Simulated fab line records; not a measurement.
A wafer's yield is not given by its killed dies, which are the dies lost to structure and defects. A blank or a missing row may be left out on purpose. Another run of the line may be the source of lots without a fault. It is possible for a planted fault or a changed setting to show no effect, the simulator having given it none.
A lot that was struck, set against a sound lot	flow rit_cmos	32 out of 202 route steps
Sound: wafers L702.1, L702.2, L702.5. Wafers struck: L704.2, L704.4, L704.6. The cause comes at the end.
Per side, at each step with rows, come the tool, then ch with its chambers, and then its first start. Under that, the readings that differ: sound wafers	struck wafers	difference of the means	sigmas: that difference in standard deviations of wafers without a fault.
alike: readings whose means differ by less than 2 such deviations, and words and numbers that are the same on both sides. not compared: withheld readings, readings that some wafer has no value for, bounds like >300 that may hide the same value, and numbers for which the record gives no deviation and whose values overlap.
The two part at a step that has a row with sigmas, a row that says differs or no value, or rows on one side only. Non-overlapping numbers with no deviation appear without sigmas and do not part them. A reading missing from all wafers of one side parts the sides only when that side holds two or more wafers.

first, 1 step without rows for these wafers: RIT_PWELL_DEVELOP_05 (develop time 68 s).
RIT_PWELL_OVL_MEAS_06:
  sound on overlay-01, day 2 02:53; struck on overlay-01, day 2 13:16
  alike: PWELL_OVL
then, 2 steps without rows for these wafers: RIT_PWELL_HARDBAKE_07 (time 120 s); RIT_PWELL_IMPLANT_08.
RIT_PWELL_STRIP_09: strips in O2, time 180 s.
  sound on plasma_asher-01 ch 0,1, day 2 03:20; struck on plasma_asher-02 ch 0,1, day 2 13:42
  alike: drypump_motor_current_A, o2_flow_sccm
  not compared: rf_hours_counter_h
RIT_PWELL_TW_MEAS_10:
  sound on film_metro-03, day 2 03:30; struck on film_metro-01, day 2 13:53
reading	sound	struck	difference	sigmas
PWELL_TW	948 944 947	971 966 965	+21	+3
then, 1 step without rows for these wafers: RIT_WELLDRIVE_ANNEAL_00 (time 14700 s).
RIT_WELLDRIVE_RS_MEAS_01: a four-point-probe measurement.
  sound on film_metro-01, day 2 08:39; struck on film_metro-01, day 2 19:09
  alike: NWELL_RS
RIT_WELLDRIVE_RS_MEAS_02: a four-point-probe measurement.
  sound on film_metro-01, day 2 08:46; struck on film_metro-01, day 2 19:16
  alike: PWELL_RS
then, 3 steps without rows for these wafers: RIT_NRETRO_HMDS_00 (prime time 60 s); RIT_NRETRO_COAT_01 (resist thk 1300 nm); RIT_NRETRO_SOFTBAKE_02 (time 60 s).
RIT_NRETRO_EXPOSE_03: exposes mask M4, target cd 43900 nm.
  sound on iline_stepper-01 ch 0, day 2 09:20; struck on iline_stepper-02 ch 0, day 2 19:58
reading	sound	struck	difference	sigmas
mask	M4#0 M4#0 M4#0	M5#0 M5#0 M5#0	differs	
reticle_temp_C (C)	22.86 22.97 22.89	23.20 23.06 23.18	+0.24	+2
then, 2 steps without rows for these wafers: RIT_NRETRO_PEB_04; RIT_NRETRO_DEVELOP_05 (develop time 68 s).
RIT_NRETRO_OVL_MEAS_06:
  sound on overlay-02, day 2 09:47; struck on overlay-02, day 2 20:23
reading	sound	struck	difference	sigmas
NRETRO_OVL (nm)	-0.6 -2.0 0.5	- - -	no value on the struck wafers	
then, 2 steps without rows for these wafers: RIT_NRETRO_HARDBAKE_07 (time 120 s); RIT_NRETRO_IMPLANT_08.
RIT_NRETRO_STRIP_09: strips in O2, time 180 s.
  sound on plasma_asher-03 ch 0,1, day 2 10:13; struck on plasma_asher-04 ch 0,1, day 2 20:49
  alike: drypump_motor_current_A, o2_flow_sccm
  not compared: rf_hours_counter_h
RIT_NRETRO_TW_MEAS_10:
  sound on film_metro-02, day 2 10:24; struck on film_metro-04, day 2 21:00
reading	sound	struck	difference	sigmas
NRETRO_TW	1061 1067 1065	30 30 30	-1034	-99 or more
then, 6 steps without rows for these wafers: RIT_PRETRO_HMDS_00 (prime time 60 s); RIT_PRETRO_COAT_01 (resist thk 1300 nm); RIT_PRETRO_SOFTBAKE_02 (time 60 s); RIT_PRETRO_EXPOSE_03 (exposes mask M5, target cd 43700 nm); RIT_PRETRO_PEB_04; RIT_PRETRO_DEVELOP_05 (develop time 68 s).
RIT_PRETRO_OVL_MEAS_06:
  sound on overlay-02, day 2 11:28; struck on overlay-01, day 2 22:04
reading	sound	struck	difference	sigmas
PRETRO_OVL (nm)	1.9 1.6 1.3	-1.4 -1.8 -0.7	-2.9	-2
then, 2 steps without rows for these wafers: RIT_PRETRO_HARDBAKE_07 (time 120 s); RIT_PRETRO_IMPLANT_08.
RIT_PRETRO_STRIP_09: strips in O2, time 180 s.
  sound on plasma_asher-04 ch 0,1, day 2 11:54; struck on plasma_asher-04 ch 0, day 2 22:29
  alike: drypump_motor_current_A, o2_flow_sccm
  not compared: rf_hours_counter_h
RIT_PRETRO_TW_MEAS_10:
  sound on film_metro-04, day 2 12:05; struck on film_metro-02, day 2 22:40
reading	sound	struck	difference	sigmas
PRETRO_TW	474 474 474	1095 1089 1089	+617	+99 or more
then, 1 step without rows for these wafers: RIT_GATE_WET_ETCH_00 (etches SiO2 in BOE, target depth 56 nm, time 60 s).

== WHERE THEY PART ==
Last at RIT_PRETRO_TW_MEAS_10 as far as this record goes, first at RIT_PWELL_TW_MEAS_10.

WHY: what the simulator had put in
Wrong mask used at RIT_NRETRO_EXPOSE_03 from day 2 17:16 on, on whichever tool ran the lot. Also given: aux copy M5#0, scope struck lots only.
